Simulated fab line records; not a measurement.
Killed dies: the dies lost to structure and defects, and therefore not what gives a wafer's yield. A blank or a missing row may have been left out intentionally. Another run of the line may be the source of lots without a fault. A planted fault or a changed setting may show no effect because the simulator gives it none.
fab line records    flow rit-cmos    part 1 of 2: steps 1 to 32 of 33
record: lots: 5  wafers: 23
route steps=202 shown ACTIVE@4 FOX2@23 PWELL@40 WELLDRIVE@50 NRETRO@54 PRETRO@66 GATE@75 NLDD@104 M1@202
start-h: hours from the record's opening day to when the first of the lot's shown wafers began    wait-h: how many hours have passed since the lot's step before this one    " the same as in the row above    L1.1+2: one row covering several wafers at once    - no value, or no start given    * or withheld: withheld    < > ~ a bound
route shown NAME@n: NAME is a module with steps in the file, n the number in the route of the first one    usual: the fault-free wafers' mean and standard deviation    same: alike in all rows    chamber/n: place in a boat    sites: readings site by site    _std_site: standard deviation of those values    _edge_site: outer sites' mean less inner sites'    radius-mm: for every site, how far away it sits from the centre of the wafer    mask NAME#n: copy n    behind: the tool/chamber that last shaped the wafer    hold: cause of the lot's hold/its duration in hours/its outcome    device: transistor that didn't switch, given as n, p or np    end of line: tests run on the same wafers once the route is complete    step lacking rows: just its recipe    killed: at the first sort, the dies lost to defects and structure; wafer yield is something else    map: per-die view of a wafer (x killed, . not killed, _ where there is no die)
set.NAME: setting as actually run; set.NAME@STEP: the setting as run at that earlier step    model.NAME: the simulator's own value behind a step, which no gauge read
one table per step and one row per wafer, for lots whose settings were changed on purpose
== steps ==
step: RIT_ACTIVE_CVD_03
recipe: material: Si3N4  target-thk-nm: 150  temp-c: 810  precursor: SiH2Cl2/NH3  time-s: 1500  pressure-mtorr: 300  sih2cl2-flow-sccm: 60  nh3-flow-sccm: 150
lot.wafer  tool      chamber  start-h  wait-h  set.sih2cl2-flow-sccm  model.Si3N4_of_ACTIVE_CVD_03.thk-nm
L075.1     -         -        -        0.1     62.52                  152.5
L075.2     "         -        "        "       62.52                  152.4
L075.3     "         -        "        "       62.52                  152.1
L075.4     "         -        "        "       62.52                  154.5
L075.5     "         -        "        "       62.52                  153.9
L077.2     lpcvd-02  0        27.11    0.0     60                     149
L077.5     "         0        "        "       60                     149.9
L077.6     "         0        "        "       60                     148.2
L078.1     -         -        -        0.1     55.8                   147.1
L078.2     "         -        "        "       55.8                   147.2
L078.3     "         -        "        "       55.8                   146.4
L078.5     "         -        "        "       55.8                   146.3
L078.6     "         -        "        "       55.8                   147.6
L079.2     -         -        -        0.0     52.79                  146.5
L079.3     "         -        "        "       52.79                  145.2
L079.4     "         -        "        "       52.79                  145.6
L079.5     "         -        "        "       52.79                  145.1
L079.6     "         -        "        "       52.79                  146.1
L085.1     -         -        -        0.1     60                     148.2
L085.2     "         -        "        "       60                     148.6
L085.3     "         -        "        "       60                     147.5
L085.5     "         -        "        "       60                     149
L085.6     "         -        "        "       60                     148.5
step: RIT_FOX2_OXIDATION_00
recipe: temp-c: 1100  ambient: H2O  target-thk-a: 3507  p-h2o-torr: 720  ox-time-s: 1130
lot.wafer  tool        chamber  start-h  wait-h  set.ox-time-s  model.SiO2_of_FOX2_OXIDATION_00.thk-nm
L075.1     -           -        -        0.1     1206           355.5
L075.2     "           -        "        "       1206           361.6
L075.3     "           -        "        "       1206           358.8
L075.4     "           -        "        "       1206           357.6
L075.5     "           -        "        "       1206           353.6
L077.2     furnace-04  0        32.01    0.0     1130           349.5
L077.5     "           0        "        "       1130           353.9
L077.6     "           0        "        "       1130           352.2
L078.1     -           -        -        0.0     1254           387.4
L078.2     "           -        "        "       1254           382.7
L078.3     "           -        "        "       1254           376
L078.5     "           -        "        "       1254           383.5
L078.6     "           -        "        "       1254           386.6
L079.2     -           -        -        0.0     971.6          307.7
L079.3     "           -        "        "       971.6          317.5
L079.4     "           -        "        "       971.6          310.6
L079.5     "           -        "        "       971.6          312.5
L079.6     "           -        "        "       971.6          320.6
L085.1     -           -        -        0.0     984.3          320.8
L085.2     "           -        "        "       984.3          321
L085.3     "           -        "        "       984.3          321.8
L085.5     "           -        "        "       984.3          323.9
L085.6     "           -        "        "       984.3          324.2
step: RIT_FOX2_THK_MEAS_01
recipe: reads: SiO2_of_FOX2_OXIDATION_00
usual: FOX2_OXIDE_THK: 349/6.4
lot.wafer  tool           chamber  start-h  wait-h  set.ox-time-s@FOX2_OXIDATION_00  FOX2_OXIDE_THK[nm]
L075.1     film-metro-04  -        -        -       1206                             356
L075.2     "              -        "        "       1206                             361
L075.3     "              -        "        "       1206                             359
L075.4     "              -        "        "       1206                             358
L075.5     "              -        "        "       1206                             353
L077.2     film-metro-04  -        33.33    0.0     1130                             350
L077.5     "              -        "        "       1130                             354
L077.6     "              -        "        "       1130                             352
L078.1     film-metro-03  -        -        -       1254                             387
L078.2     "              -        "        "       1254                             383
L078.3     "              -        "        "       1254                             376
L078.5     "              -        "        "       1254                             384
L078.6     "              -        "        "       1254                             387
L079.2     film-metro-02  -        -        -       971.6                            308
L079.3     "              -        "        "       971.6                            317
L079.4     "              -        "        "       971.6                            311
L079.5     "              -        "        "       971.6                            312
L079.6     "              -        "        "       971.6                            321
L085.1     film-metro-02  -        -        -       984.3                            321
L085.2     "              -        "        "       984.3                            321
L085.3     "              -        "        "       984.3                            322
L085.5     "              -        "        "       984.3                            324
L085.6     "              -        "        "       984.3                            324
step: RIT_FOX2_CLEAN_02
recipe: chemistry: dHF  dilution: 50:1  time-s: 180
step: RIT_FOX2_WET_ETCH_03
recipe: chemistry: H3PO4  target: Si3N4  target-depth-nm: 195  temp-c: 165  time-s: 2700
step: RIT_FOX2_THK_MEAS_90
recipe: reads: SiO2_of_FOX2_OXIDATION_00
usual: FIELD_OXIDE_LEFT_1_THK: 321/6.4
lot.wafer  tool           chamber  start-h  wait-h  set.ox-time-s@FOX2_OXIDATION_00  FIELD_OXIDE_LEFT_1_THK[nm]
L075.1     film-metro-02  -        25.21    0.0     1206                             328
L075.2     "              -        "        "       1206                             334
L075.3     "              -        "        "       1206                             332
L075.4     "              -        "        "       1206                             330
L075.5     "              -        "        "       1206                             326
L077.2     film-metro-02  -        34.28    0.0     1130                             322
L077.5     "              -        "        "       1130                             326
L077.6     "              -        "        "       1130                             325
L078.1     film-metro-02  -        39.39    0.0     1254                             360
L078.2     "              -        "        "       1254                             356
L078.3     "              -        "        "       1254                             349
L078.5     "              -        "        "       1254                             357
L078.6     "              -        "        "       1254                             359
L079.2     film-metro-04  -        44.22    0.0     971.6                            280
L079.3     "              -        "        "       971.6                            290
L079.4     "              -        "        "       971.6                            283
L079.5     "              -        "        "       971.6                            285
L079.6     "              -        "        "       971.6                            293
L085.1     film-metro-04  -        74.29    0.0     984.3                            293
L085.2     "              -        "        "       984.3                            293
L085.3     "              -        "        "       984.3                            294
L085.5     "              -        "        "       984.3                            296
L085.6     "              -        "        "       984.3                            297
step: RIT_PWELL_COAT_01
recipe: resist: NOVOLAK  spin-rpm: 2000  resist-thk-nm: 1300
lot.wafer  tool            chamber  start-h  wait-h  set.spin-rpm  model.NOVOLAK_of_PWELL_COAT_01.thk-nm
L075.1     litho-track-03  0        26.97    0.1     2000          1301
L075.2     "               0        "        "       1884          1343
L075.3     "               0        "        "       2000          1302
L075.4     "               0        "        "       2000          1308
L075.5     "               0        "        "       1884          1344
L077.2     litho-track-04  0        36.06    0.1     2000          1297
L077.5     "               0        "        "       2000          1295
L077.6     "               0        "        "       2000          1296
L078.1+5   litho-track-02  0        41.51    0.1     2000          1301
L078.2     "               0        "        "       2000          1302
L078.3     "               0        "        "       2000          1305
L078.6     "               0        "        "       2000          1303
L079.2     litho-track-03  0        46.00    0.1     2128          1265
L079.3     "               0        "        "       2000          1299
L079.4     "               0        "        "       2000          1303
L079.5     "               0        "        "       2128          1262
L079.6     "               0        "        "       2128          1260
L085.1+5   litho-track-03  0        76.05    0.1     2126          1253
L085.2     "               0        "        "       2000          1291
L085.3     "               0        "        "       2000          1294
L085.6     "               0        "        "       2000          1292
step: RIT_PWELL_SOFTBAKE_02
recipe: resist: NOVOLAK  temp-c: 90  time-s: 60
step: RIT_PWELL_EXPOSE_03
recipe: mask-id: M3  na: 0.57  target-cd-nm: 43700  dose-mj: 250
step: RIT_PWELL_DEVELOP_05
recipe: resist: NOVOLAK  develop-time-s: 68  dev-temp-c: 21.97
step: RIT_PWELL_HARDBAKE_07
recipe: resist: NOVOLAK  temp-c: 140  time-s: 120
lot.wafer   tool            chamber  start-h  wait-h  set.spin-rpm@PWELL_COAT_01  model.NOVOLAK_of_PWELL_COAT_01.thk-nm
L075.1+3    litho-track-03  0        27.73    0.0     2000                        1138
L075.2      "               0        "        "       1884                        1174
L075.4      "               0        "        "       2000                        1144
L075.5      "               0        "        "       1884                        1175
L077.2      litho-track-03  0        36.96    0.1     2000                        1134
L077.5      "               0        "        "       2000                        1132
L077.6      "               0        "        "       2000                        1133
L078.1+2+5  litho-track-02  0        42.28    0.0     2000                        1138
L078.3      "               0        "        "       2000                        1141
L078.6      "               0        "        "       2000                        1139
L079.2      litho-track-02  0        46.98    0.1     2128                        1107
L079.3      "               0        "        "       2000                        1136
L079.4      "               0        "        "       2000                        1139
L079.5      "               0        "        "       2128                        1104
L079.6      "               0        "        "       2128                        1102
L085.1+5    litho-track-03  0        76.82    0.0     2126                        1097
L085.2      "               0        "        "       2000                        1129
L085.3      "               0        "        "       2000                        1131
L085.6      "               0        "        "       2000                        1130
step: RIT_PWELL_IMPLANT_08
recipe: species: B  energy-kev: 170  dose-cm2: 7e+13  tilt-deg: 7
lot.wafer   tool          chamber  start-h  wait-h  set.dose-cm2
L075.1+4    implanter-04  0        27.98    0.2     7e+13
L075.2+3+5  "             0        "        "       7.417e+13
L077.2+5+6  implanter-01  0        37.20    0.2     7e+13
L078.1+2+5  implanter-03  0        42.53    0.2     6.521e+13
L078.3+6    "             0        "        "       7e+13
L079.2+3    implanter-04  0        47.21    0.2     6.649e+13
L079.4+5+6  "             0        "        "       7e+13
L085.1+2+3  implanter-01  0        77.07    0.2     7e+13
L085.5+6    "             0        "        "       7.401e+13
step: RIT_PWELL_STRIP_09
recipe: chemistry: O2  time-s: 180  resist: NOVOLAK  platen-temp-c: withheld  power-w: 500  pressure-mtorr: 4000  o2-flow-sccm: 4000
step: RIT_PWELL_TW_MEAS_10
usual: PWELL_TW: 949/3.2
lot.wafer  tool           chamber  start-h  wait-h  set.dose-cm2@PWELL_IMPLANT_08  PWELL_TW
L075.1     film-metro-01  -        28.31    0.1     7e+13                          950
L075.2     "              -        "        "       7.417e+13                      973
L075.3     "              -        "        "       7.417e+13                      967
L075.4     "              -        "        "       7e+13                          947
L075.5     "              -        "        "       7.417e+13                      970
L077.2     film-metro-01  -        37.51    0.1     7e+13                          955
L077.5     "              -        "        "       7e+13                          953
L077.6     "              -        "        "       7e+13                          954
L078.1     film-metro-01  -        42.85    0.1     6.521e+13                      930
L078.2     "              -        "        "       6.521e+13                      927
L078.3     "              -        "        "       7e+13                          952
L078.5     "              -        "        "       6.521e+13                      925
L078.6     "              -        "        "       7e+13                          949
L079.2     film-metro-04  -        47.52    0.1     6.649e+13                      934
L079.3     "              -        "        "       6.649e+13                      931
L079.4     "              -        "        "       7e+13                          951
L079.5     "              -        "        "       7e+13                          954
L079.6     "              -        "        "       7e+13                          952
L085.1     film-metro-01  -        77.40    0.1     7e+13                          945
L085.2     "              -        "        "       7e+13                          942
L085.3     "              -        "        "       7e+13                          946
L085.5     "              -        "        "       7.401e+13                      962
L085.6     "              -        "        "       7.401e+13                      962
step: RIT_WELLDRIVE_ANNEAL_00
recipe: temp-c: 1100  time-s: 14700  ambient: N2
step: RIT_WELLDRIVE_RS_MEAS_02
recipe: thk-meas-gauge: four-point-probe
usual: PWELL_RS: 429.8/1.2
lot.wafer  tool           chamber  start-h  wait-h  set.dose-cm2@PWELL_IMPLANT_08  PWELL_RS[ohm/sq]
L075.1     film-metro-03  -        33.57    0.1     7e+13                          429.9
L075.2     "              -        "        "       7.417e+13                      414.0
L075.3     "              -        "        "       7.417e+13                      414.4
L075.4     "              -        "        "       7e+13                          428.9
L075.5     "              -        "        "       7.417e+13                      412.5
L077.2     film-metro-04  -        42.78    0.1     7e+13                          429.4
L077.5     "              -        "        "       7e+13                          429.1
L077.6     "              -        "        "       7e+13                          430.0
L078.1     film-metro-04  -        48.11    0.1     6.521e+13                      450.2
L078.2     "              -        "        "       6.521e+13                      449.6
L078.3     "              -        "        "       7e+13                          431.4
L078.5     "              -        "        "       6.521e+13                      451.8
L078.6     "              -        "        "       7e+13                          429.7
L079.2     film-metro-03  -        53.22    0.1     6.649e+13                      445.0
L079.3     "              -        "        "       6.649e+13                      444.2
L079.4     "              -        "        "       7e+13                          430.2
L079.5     "              -        "        "       7e+13                          430.6
L079.6     "              -        "        "       7e+13                          430.1
L085.1     film-metro-03  -        83.09    0.1     7e+13                          430.2
L085.2     "              -        "        "       7e+13                          431.5
L085.3     "              -        "        "       7e+13                          431.6
L085.5     "              -        "        "       7.401e+13                      415.4
L085.6     "              -        "        "       7.401e+13                      416.5
step: RIT_NRETRO_COAT_01
recipe: resist: NOVOLAK  spin-rpm: 2000  resist-thk-nm: 1300
lot.wafer  tool            chamber  start-h  wait-h  set.spin-rpm  model.NOVOLAK_of_NRETRO_COAT_01.thk-nm
L075.1+2   litho-track-02  0        33.89    0.1     2000          1297
L075.3     "               0        "        "       1896          1334
L075.4     "               0        "        "       1896          1331
L075.5     "               0        "        "       1896          1330
L077.2     litho-track-02  0        43.06    0.1     2000          1293
L077.5     "               0        "        "       2000          1291
L077.6     "               0        "        "       2000          1292
L078.1     litho-track-02  0        48.38    0.1     2000          1298
L078.2     "               0        "        "       2108          1265
L078.3     "               0        "        "       2108          1266
L078.5     "               0        "        "       2000          1299
L078.6     "               0        "        "       2108          1264
L079.2     litho-track-01  0        53.49    0.1     1866          1341
L079.3     "               0        "        "       2000          1295
L079.4     "               0        "        "       1866          1340
L079.5     "               0        "        "       1866          1342
L079.6     "               0        "        "       2000          1298
L085.1     litho-track-03  0        83.36    0.1     2000          1294
L085.2     "               0        "        "       2141          1252
L085.3     "               0        "        "       2000          1298
L085.5     "               0        "        "       2141          1249
L085.6     "               0        "        "       2000          1295
step: RIT_NRETRO_DEVELOP_05
recipe: resist: NOVOLAK  develop-time-s: 68  dev-temp-c: 23
lot.wafer       tool            chamber  start-h  wait-h  set.develop-time-s
L075.1+4+5      litho-track-01  0        -        -       68
L075.2+3        "               0        "        "       59.14
L077.2+5+6      litho-track-02  0        -        -       68
L078.1+5+6      litho-track-02  0        -        -       68
L078.2+3        "               0        "        "       70.93
L079.2+3+5      litho-track-02  0        -        -       61.89
L079.4+6        "               0        "        "       68
L085.1+2+3+5+6  litho-track-02  0        -        -       68
step: RIT_NRETRO_HARDBAKE_07
recipe: resist: NOVOLAK  temp-c: 140  time-s: 120
lot.wafer  tool            chamber  start-h  wait-h  set.spin-rpm@NRETRO_COAT_01  model.NOVOLAK_of_NRETRO_COAT_01.thk-nm
L075.1     litho-track-01  0        34.78    0.0     2000                         1134
L075.2     "               0        "        "       2000                         1135
L075.3     "               0        "        "       1896                         1166
L075.4     "               0        "        "       1896                         1163
L075.5     "               0        "        "       1896                         1162
L077.2     litho-track-01  0        43.96    0.1     2000                         1131
L077.5     "               0        "        "       2000                         1129
L077.6     "               0        "        "       2000                         1130
L078.1     litho-track-03  0        49.18    0.0     2000                         1135
L078.2     "               0        "        "       2108                         1107
L078.3     "               0        "        "       2108                         1108
L078.5     "               0        "        "       2000                         1136
L078.6     "               0        "        "       2108                         1106
L079.2     litho-track-01  0        54.27    0.1     1866                         1172
L079.3     "               0        "        "       2000                         1133
L079.4     "               0        "        "       1866                         1171
L079.5     "               0        "        "       1866                         1173
L079.6     "               0        "        "       2000                         1135
L085.1     litho-track-03  0        84.37    0.0     2000                         1131
L085.2     "               0        "        "       2141                         1095
L085.3     "               0        "        "       2000                         1135
L085.5     "               0        "        "       2141                         1093
L085.6     "               0        "        "       2000                         1132
step: RIT_PRETRO_SOFTBAKE_02
recipe: resist: NOVOLAK  temp-c: 90  time-s: 60
lot.wafer       tool            chamber  start-h  wait-h  set.time-s
L075.1+3        litho-track-01  0        35.72    0.1     53.74
L075.2+4+5      "               0        "        "       60
L077.2+5+6      litho-track-01  0        44.88    0.1     60
L078.1+3+6      litho-track-04  0        50.12    0.1     63.07
L078.2+5        "               0        "        "       60
L079.2+3+4      litho-track-01  0        55.19    0.1     52.68
L079.5+6        "               0        "        "       60
L085.1+2+3+5+6  litho-track-01  0        85.30    0.1     60
step: RIT_PRETRO_EXPOSE_03
recipe: mask-id: M5  na: 0.57  target-cd-nm: 43700  dose-mj: 250
step: RIT_PRETRO_PEB_04
recipe: resist: NOVOLAK  temp-c: withheld  time-s: withheld
step: RIT_PRETRO_STRIP_09
recipe: chemistry: O2  time-s: 180  resist: NOVOLAK  platen-temp-c: withheld  power-w: 500  pressure-mtorr: 4000  o2-flow-sccm: 4000
step: RIT_GATE_WET_ETCH_00
recipe: chemistry: BOE  target: SiO2  target-depth-nm: 56  time-s: 60  dry: n2-spin  dilution: 10:1  temp-c: 21.5
lot.wafer  tool          chamber  start-h  wait-h  set.ox-time-s@FOX2_OXIDATION_00  model.SiO2_of_FOX2_OXIDATION_00.thk-nm
L075.1     wet-bench-03  3        37.23    0.1     1206                             273
L075.2     "             3        "        "       1206                             279.1
L075.3     "             3        "        "       1206                             276.4
L075.4     "             3        "        "       1206                             275.1
L075.5     "             3        "        "       1206                             270.8
L077.2     wet-bench-04  1        46.35    0.0     1130                             265.8
L077.5     "             1        "        "       1130                             269.5
L077.6     "             1        "        "       1130                             268.1
L078.1     wet-bench-04  3        51.49    0.1     1254                             304.3
L078.2     "             3        "        "       1254                             300.1
L078.3     "             3        "        "       1254                             293.4
L078.5     "             3        "        "       1254                             300.8
L078.6     "             3        "        "       1254                             303.9
L079.2     wet-bench-03  2        56.54    0.0     971.6                            223.7
L079.3     "             2        "        "       971.6                            233.1
L079.4     "             2        "        "       971.6                            226.3
L079.5     "             2        "        "       971.6                            228.3
L079.6     "             2        "        "       971.6                            236.3
L085.1     wet-bench-04  1        86.68    0.1     984.3                            237.9
L085.2     "             1        "        "       984.3                            238.2
L085.3     "             1        "        "       984.3                            238.9
L085.5     "             1        "        "       984.3                            240.9
L085.6     "             1        "        "       984.3                            241.6
step: RIT_GATE_CLEAN_04
recipe: chemistry: dHF  dilution: 50:1  time-s: 60  dry: n2-spin
lot.wafer  tool          chamber  start-h  wait-h  set.time-s  model.SiO2_of_FOX2_OXIDATION_00.thk-nm
L075.1     -             -        -        0.0     60          260.5
L075.2     "             -        "        "       60          266.7
L075.3     "             -        "        "       60          264
L075.4     "             -        "        "       60          262.7
L075.5     "             -        "        "       60          258.4
L077.2     wet-bench-03  3        46.91    0.0     60          253.7
L077.5     "             3        "        "       60          257.4
L077.6     "             3        "        "       60          255.9
L078.1     -             -        -        0.0     66.52       291.4
L078.2     "             -        "        "       66.52       287.3
L078.3     "             -        "        "       66.52       280.5
L078.5     "             -        "        "       66.52       288
L078.6     "             -        "        "       66.52       291
L079.2     -             -        -        0.0     54.38       212.7
L079.3     "             -        "        "       54.38       222.1
L079.4     "             -        "        "       54.38       215.3
L079.5     "             -        "        "       54.38       217.2
L079.6     "             -        "        "       54.38       225.2
L085.1     -             -        -        0.0     60          225.8
L085.2     "             -        "        "       60          226
L085.3     "             -        "        "       60          226.8
L085.5     "             -        "        "       60          228.8
L085.6     "             -        "        "       60          229.5
step: RIT_FOX2_THK_MEAS_91
recipe: reads: SiO2_of_FOX2_OXIDATION_00
usual: FIELD_OXIDE_LEFT_2_THK: 253/6.4
lot.wafer  tool           chamber  start-h  wait-h  set.ox-time-s@FOX2_OXIDATION_00  FIELD_OXIDE_LEFT_2_THK[nm]
L075.1     film-metro-04  -        -        -       1206                             261
L075.2     "              -        "        "       1206                             267
L075.3     "              -        "        "       1206                             264
L075.4     "              -        "        "       1206                             263
L075.5     "              -        "        "       1206                             259
L077.2     film-metro-03  -        46.97    0.0     1130                             254
L077.5     "              -        "        "       1130                             257
L077.6     "              -        "        "       1130                             256
L078.1     film-metro-04  -        -        -       1254                             292
L078.2     "              -        "        "       1254                             287
L078.3     "              -        "        "       1254                             280
L078.5     "              -        "        "       1254                             288
L078.6     "              -        "        "       1254                             291
L079.2     film-metro-04  -        -        -       971.6                            213
L079.3     "              -        "        "       971.6                            222
L079.4     "              -        "        "       971.6                            215
L079.5     "              -        "        "       971.6                            217
L079.6     "              -        "        "       971.6                            225
L085.1     film-metro-02  -        -        -       984.3                            226
L085.2     "              -        "        "       984.3                            226
L085.3     "              -        "        "       984.3                            227
L085.5     "              -        "        "       984.3                            229
L085.6     "              -        "        "       984.3                            230
step: RIT_GATE_DEVELOP_15
recipe: resist: NOVOLAK  develop-time-s: 50  dev-temp-c: 23
lot.wafer       tool            chamber  start-h  wait-h  set.dev-temp-c
L075.1+5        litho-track-01  0        -        -       23
L075.2+3+4      "               0        "        "       19.59
L077.2+5+6      litho-track-04  0        -        -       23
L078.1+2+3+5+6  litho-track-04  0        -        -       23
L079.2+3+4+5+6  litho-track-04  0        -        -       23
L085.1+5+6      litho-track-01  0        -        -       23
L085.2+3        "               0        "        "       19.76
step: RIT_NLDD_COAT_01
recipe: resist: NOVOLAK  spin-rpm: 3250  resist-thk-nm: 1000
lot.wafer  tool            chamber  start-h  wait-h  set.resist-thk-nm  model.NOVOLAK_of_NLDD_COAT_01.thk-nm
L075.1     litho-track-02  0        45.59    0.1     1000               992.8
L075.2     "               0        "        "       1058               1052
L075.3     "               0        "        "       1000               994.5
L075.4     "               0        "        "       1058               1054
L075.5     "               0        "        "       1000               991.8
L077.2     litho-track-02  0        57.52    0.1     1000               998
L077.5     "               0        "        "       1000               999
L077.6     "               0        "        "       1000               996.8
L078.1     litho-track-03  0        61.36    0.1     979                978.1
L078.2     "               0        "        "       979                977.3
L078.3     "               0        "        "       1000               997.9
L078.5     "               0        "        "       1000               998.4
L078.6     "               0        "        "       979                974.4
L079.2     litho-track-03  0        65.47    0.1     1043               1042
L079.3     "               0        "        "       1000               997.9
L079.4     "               0        "        "       1043               1038
L079.5     "               0        "        "       1000               996.5
L079.6     "               0        "        "       1043               1041
L085.1     litho-track-04  0        95.20    0.1     1000               1002
L085.2     "               0        "        "       1036               1040
L085.3     "               0        "        "       1036               1042
L085.5     "               0        "        "       1036               1039
L085.6     "               0        "        "       1000               1004
step: RIT_NLDD_SOFTBAKE_02
recipe: resist: NOVOLAK  temp-c: 90  time-s: 60
step: RIT_NLDD_EXPOSE_03
recipe: mask-id: M7  na: 0.57  target-cd-nm: 40700  dose-mj: 250
step: RIT_NLDD_DEVELOP_05
recipe: resist: NOVOLAK  develop-time-s: 50  dev-temp-c: 23
step: RIT_NLDD_HARDBAKE_07
recipe: resist: NOVOLAK  temp-c: 140  time-s: 60
lot.wafer  tool            chamber  start-h  wait-h  set.resist-thk-nm@NLDD_COAT_01  model.NOVOLAK_of_NLDD_COAT_01.thk-nm
L075.1     litho-track-04  0        46.52    0.0     1000                            877.4
L075.2     "               0        "        "       1058                            929.5
L075.3     "               0        "        "       1000                            879
L075.4     "               0        "        "       1058                            931.3
L075.5     "               0        "        "       1000                            876.6
L077.2     litho-track-02  0        58.68    0.4     1000                            882
L077.5     "               0        "        "       1000                            882.9
L077.6     "               0        "        "       1000                            881
L078.1     litho-track-03  0        62.09    0.0     979                             864.6
L078.2     "               0        "        "       979                             863.9
L078.3     "               0        "        "       1000                            882
L078.5     "               0        "        "       1000                            882.3
L078.6     "               0        "        "       979                             861.4
L079.2     litho-track-04  0        66.31    0.0     1043                            920.5
L079.3     "               0        "        "       1000                            882
L079.4     "               0        "        "       1043                            917.2
L079.5     "               0        "        "       1000                            880.8
L079.6     "               0        "        "       1043                            920
L085.1     litho-track-02  0        96.15    0.0     1000                            885.9
L085.2     "               0        "        "       1036                            918.8
L085.3     "               0        "        "       1036                            920.2
L085.5     "               0        "        "       1036                            918
L085.6     "               0        "        "       1000                            887.3
== key ==
split: step: RIT_ACTIVE_CVD_03  setting: sih2cl2-flow-sccm  stated: 60  by: lot
response: step: RIT_ACTIVE_CVD_03  reading: model.Si3N4_of_ACTIVE_CVD_03.thk-nm  change: +0.399  per: 1%  r: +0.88
split: step: RIT_FOX2_OXIDATION_00  setting: ox-time-s  stated: 1130  by: lot
response: step: RIT_FOX2_OXIDATION_00  reading: model.SiO2_of_FOX2_OXIDATION_00.thk-nm  change: +2.42  per: 1%  r: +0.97
response: step: RIT_FOX2_THK_MEAS_01  reading: FOX2_OXIDE_THK  change: +2.43  per: 1%  r: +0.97
response: step: RIT_FOX2_THK_MEAS_90  reading: FIELD_OXIDE_LEFT_1_THK  change: +2.44  per: 1%  r: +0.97
response: step: RIT_GATE_WET_ETCH_00  reading: model.SiO2_of_FOX2_OXIDATION_00.thk-nm  change: +2.46  per: 1%  r: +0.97
response: step: RIT_FOX2_THK_MEAS_91  reading: FIELD_OXIDE_LEFT_2_THK  change: +2.41  per: 1%  r: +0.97
split: step: RIT_PWELL_COAT_01  setting: spin-rpm  stated: 2000  by: wafer
response: step: RIT_PWELL_COAT_01  reading: model.NOVOLAK_of_PWELL_COAT_01.thk-nm  change: -6.35  per: 1%  r: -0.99
response: step: RIT_PWELL_HARDBAKE_07  reading: model.NOVOLAK_of_PWELL_COAT_01.thk-nm  change: -5.47  per: 1%  r: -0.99
split: step: RIT_PWELL_IMPLANT_08  setting: dose-cm2  stated: 7e+13  by: wafer
response: step: RIT_PWELL_TW_MEAS_10  reading: PWELL_TW  change: +3.44  per: 1%  r: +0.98
response: step: RIT_WELLDRIVE_RS_MEAS_02  reading: PWELL_RS  change: -2.77  per: 1%  r: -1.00
split: step: RIT_NRETRO_COAT_01  setting: spin-rpm  stated: 2000  by: wafer
response: step: RIT_NRETRO_COAT_01  reading: model.NOVOLAK_of_NRETRO_COAT_01.thk-nm  change: -6.44  per: 1%  r: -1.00
response: step: RIT_NRETRO_HARDBAKE_07  reading: model.NOVOLAK_of_NRETRO_COAT_01.thk-nm  change: -5.55  per: 1%  r: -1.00
split: step: RIT_NRETRO_DEVELOP_05  setting: develop-time-s  stated: 68  by: wafer
response none clear
split: step: RIT_PRETRO_SOFTBAKE_02  setting: time-s  stated: 60  by: wafer
response none clear
split: step: RIT_GATE_CLEAN_04  setting: time-s  stated: 60  by: lot
response: step: RIT_GATE_CLEAN_04  reading: model.SiO2_of_FOX2_OXIDATION_00.thk-nm  change: +3.43  per: 1%  r: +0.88
split: step: RIT_GATE_DEVELOP_15  setting: dev-temp-c  stated: 23  by: wafer
response: step: RIT_M1_PROBE_99  reading: model.etest.pmos_0p3.r-on-ohm-um  change: +26.4  per: 1%  r: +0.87
response: step: RIT_M1_PROBE_99  reading: model.etest.pmos-turned.r-on-ohm-um  change: +27.7  per: 1%  r: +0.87
response: step: RIT_M1_PROBE_99  reading: model.etest.pmos_0p15.r-on-ohm-um  change: +27.7  per: 1%  r: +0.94
response: step: RIT_M1_PROBE_99  reading: model.etest.nmos_0p15.drive-ua-um  change: -6.8  per: 1%  r: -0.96
response: step: RIT_M1_PROBE_99  reading: model.etest.pmos_0p15.drive-ua-um  change: -3.82  per: 1%  r: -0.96
response: step: RIT_M1_PROBE_99  reading: model.etest.ppoly-line.line-ohm-um  change: -2.97  per: 1%  r: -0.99
split: step: RIT_NLDD_COAT_01  setting: resist-thk-nm  stated: 1000  by: wafer
response: step: RIT_NLDD_COAT_01  reading: model.NOVOLAK_of_NLDD_COAT_01.thk-nm  change: +10.3  per: 1%  r: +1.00
response: step: RIT_NLDD_HARDBAKE_07  reading: model.NOVOLAK_of_NLDD_COAT_01.thk-nm  change: +8.99  per: 1%  r: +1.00
